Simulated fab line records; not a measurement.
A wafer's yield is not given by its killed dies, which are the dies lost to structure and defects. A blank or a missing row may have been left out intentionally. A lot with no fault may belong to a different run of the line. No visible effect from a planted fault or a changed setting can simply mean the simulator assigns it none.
One fault through the eyes of 2 desks | flow berkeley-cmos170 | each desk has only its own numbers; what lay behind them comes last

## METROLOGY DESK
Lot by lot, what the gauges showed, no matter which tool ran the lot: averages of those sampled wafers that carry a number. A lot is out of limits, marked OUT, if its mean lies more than 4 standard deviations from the usual mean; the brackets give that distance.
Columns: A = GATE_POLY_THK at UCB170_GATE_THK_MEAS_05, usual 213.2 nm; B = GATE_OVL at UCB170_GATE_OVL_MEAS_13, usual -2 nm; C = cd-nm at UCB170_PLDD_CD_MEAS_06, usual 1199.9 nm
lot  | first seen here | A     | B  | C
L279 | day 6 04:51     | 212.9 | -2 | 1199.2
L278 | day 6 04:52     | 215.0 | -6 | 1199.3
L281 | day 6 23:11     | 213.5 | -1 | 1199.7
L282 | day 6 23:11     | 215.0 | 4  | 1199.7
L285 | day 7 17:40     | 212.3 | 12 | 1198.5
L286 | day 8 02:57     | 212.8 | -2 | 1199.5
L292 | day 9 05:29     | 213.7 | -5 | 1199.9
L293 | day 9 15:28     | 219.4 | -3 | 1199.7
L297 | day 9 20:26     | 211.4 | 5  | 1199.7
L295 | day 9 20:29     | 212.1 | -8 | 1202.0
L296 | day 9 20:33     | 208.8 | 3  | 1199.2
L298 | day 10 20:52    | 213.0 | -3 | 1200.3
L300 | day 10 20:52    | 212.3 | -3 | 1197.3
L299 | day 10 20:55    | 210.1 | 0  | 1200.4
Result from this desk: across the 14 lots, nothing is out of limits.

## AT THE TOOL OWNER'S DESK: furnace-01
At UCB170_SPACER_ANNEAL_02 (time 1800 s), the tool's own readings, given per lot that ran on this tool as the mean of the sampled wafers with a number. A lot is out of limits, marked OUT, if its mean lies more than 4 standard deviations from the usual mean; the brackets give that distance.
Columns: A = spike-tc-centre-C at UCB170_SPACER_ANNEAL_02, usual 901.6 C; B = spike-tc-load-C at UCB170_SPACER_ANNEAL_02, usual 924.7 C
lot  | first seen here | A     | B
L278 | day 6 13:04     | 900.9 | 925.7
L279 | day 6 13:04     | 900.4 | 925.1
L281 | day 7 09:08     | 901.7 | 925.2
L282 | day 7 09:08     | 900.6 | 925.8
L298 | day 11 07:47    | 901.2 | 924.4
L299 | day 11 07:47    | 900.8 | 924.5
L300 | day 11 07:47    | 901.4 | 925.7
Result from this desk: across the 7 lots, nothing is out of limits.

## PUT TOGETHER
Nothing out of limits was seen by the metrology desk.
Nothing out of limits was seen by the tool owner's desk.

## WHAT WAS PUT IN BY THE SIMULATOR
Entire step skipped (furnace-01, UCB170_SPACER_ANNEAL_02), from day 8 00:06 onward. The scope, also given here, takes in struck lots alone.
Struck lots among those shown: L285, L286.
